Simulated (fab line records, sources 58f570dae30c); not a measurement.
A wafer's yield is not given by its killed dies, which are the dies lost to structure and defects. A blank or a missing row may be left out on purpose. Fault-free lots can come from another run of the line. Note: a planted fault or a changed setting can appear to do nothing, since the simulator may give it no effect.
Comparing a struck lot with a sound one | flow berkeley-cmos170 | 17 steps out of a route of 331
Sound: the wafers L768.3, L768.4, L768.6. Wafers L779.2, L779.4, L779.6 were the ones struck. The cause comes at the end.
At each step with rows: each side's tool, then ch and its chambers, then its first start. Under that, the readings that differ: sound wafers | struck wafers | difference of the means | sigmas: that difference in standard deviations of wafers without a fault.
alike: same words and numbers on both sides, and readings whose means sit less than 2 such deviations apart. not compared: any withheld reading, any reading some wafer has no value for, any bound like >300 that may hide the same value, and any number with overlapping values for which the record gives no deviation.
A row with sigmas, a row that says differs or no value, or rows on one side alone: a step with any of these is where the two part. Numbers that don't overlap but have no deviation are shown without sigmas and don't part them. Lack of a reading on every wafer of one side parts them only where that side has two or more wafers.

first, 1 step without rows for these wafers: UCB170_M3_SOFTBAKE_06 (time 60 s).
UCB170_M3_STRIP_07: strips in O2.
  sound on plasma-asher-02 ch 0,1, day 9 04:51; struck on plasma-asher-02 ch 0,1, day 11 17:27
  alike: chamber-pressure-mTorr, drypump-motor-current-A, oes-product-au, strip-time-to-endpoint-s
  not compared: rf-hours-counter-h
then, 7 steps without rows for these wafers: UCB170_M3_STRIP_08 (strips KrF in DMSO, time 600 s); UCB170_M3_COAT_09; UCB170_M3_COAT_10 (resist thk 900 nm); UCB170_M3_SOFTBAKE_11 (time 59.14 s); UCB170_M3_EXPOSE_12 (exposes mask METAL3, target cd 700 nm); UCB170_M3_PEB_13; UCB170_M3_DEVELOP_14 (develop time 45 s).
UCB170_M3_CD_MEAS_15: target cd 700 nm.
  sound on cd-sem-02, day 9 06:37; struck on cd-sem-02, day 11 18:44
  alike: cd-nm
UCB170_M3_OVL_MEAS_16:
  sound on overlay-01, day 9 06:43; struck on overlay-02, day 11 18:50
  alike: M3_OVL
UCB170_M3_ETCH_17: etches BARC in N2/H2.
  sound on rie-diel-04 ch 0,1,3, day 9 06:44; struck on rie-diel-02 ch 1,2,3, day 11 18:52
  alike: chamber-pressure-mTorr, drypump-motor-current-A, h2-flow-sccm, oes-product-au, throttle-valve-pct
UCB170_M3_METAL_ETCH_18: etches Al in Cl2/BCl3, stops on SiO2, target depth 1170 nm, time 195 s.
  sound on rie-metal-02 ch 0,1, day 9 06:50; struck on rie-metal-02 ch 0,1, day 11 18:55
  reading                             | sound             | struck            | difference | sigmas
  model.KrF_of_M3_COAT_10.thk-nm (nm) | 202.3 205.4 199.9 | 352.7 366.3 357.2 | +156.2     |
  model.M3.feature-depth-nm (nm)      | 961 958.7 960.4   | 944.4 895.6 946   | -31.4      |
  model.SiO2_of_V2_CVD_00.thk-nm (nm) | 937.3 936.8 938   | 949.5 951.4 948.6 | +12.5      |
  alike: chamber-pressure-mTorr, drypump-motor-current-A, he-backside-leak-sccm, oes-product-au, throttle-valve-pct
  not compared: rf-hours-counter-h
UCB170_M3_STRIP_19: strips in O2.
  sound on plasma-asher-03 ch 0,1, day 9 06:59; struck on plasma-asher-03 ch 0,1, day 11 19:05
  reading               | sound             | struck            | difference | sigmas
  oes-product-au (a.u.) | 0.522 0.532 0.530 | 0.691 0.699 0.691 | +0.166     | +12
  alike: chamber-pressure-mTorr, drypump-motor-current-A
  not compared: rf-hours-counter-h
UCB170_M3_CD_MEAS_90: target cd 700 nm.
  sound on cd-sem-01, day 9 07:11; struck on cd-sem-01, day 11 19:39
  reading    | sound       | struck      | difference | sigmas
  cd-nm (nm) | 695 702 696 | 709 712 714 | +14        | +4
  not compared: hold
UCB170_M3_BOW_MEAS_20:
  sound on film-metro-04, day 9 07:19; struck on film-metro-02, day 11 21:13
  reading | sound | struck                                                                     | difference                   | sigmas
  hold    | - - - | await-dispo/1.4h/release await-dispo/1.4h/release await-dispo/1.4h/release | no value on the sound wafers |
  alike: M3_BOW
UCB170_M3_PROBE_99:
  sound on prober-01, day 9 07:29; struck on prober-02, day 11 21:22
  reading | sound | struck                                                                     | difference                   | sigmas
  hold    | - - - | await-dispo/3.8h/release await-dispo/3.8h/release await-dispo/3.8h/release | no value on the sound wafers |
  not compared: model.etest.antenna-m2.short, model.etest.antenna-m3.short, model.etest.antenna-m3.over-limit, model.etest.antenna-m2.over-limit, model.etest.antenna-m3.vt-shift-v

== WHERE THEY PART ==
First at UCB170_M3_STRIP_19; last, within this record, at UCB170_M3_PROBE_99.

WHY: what the simulator had put in
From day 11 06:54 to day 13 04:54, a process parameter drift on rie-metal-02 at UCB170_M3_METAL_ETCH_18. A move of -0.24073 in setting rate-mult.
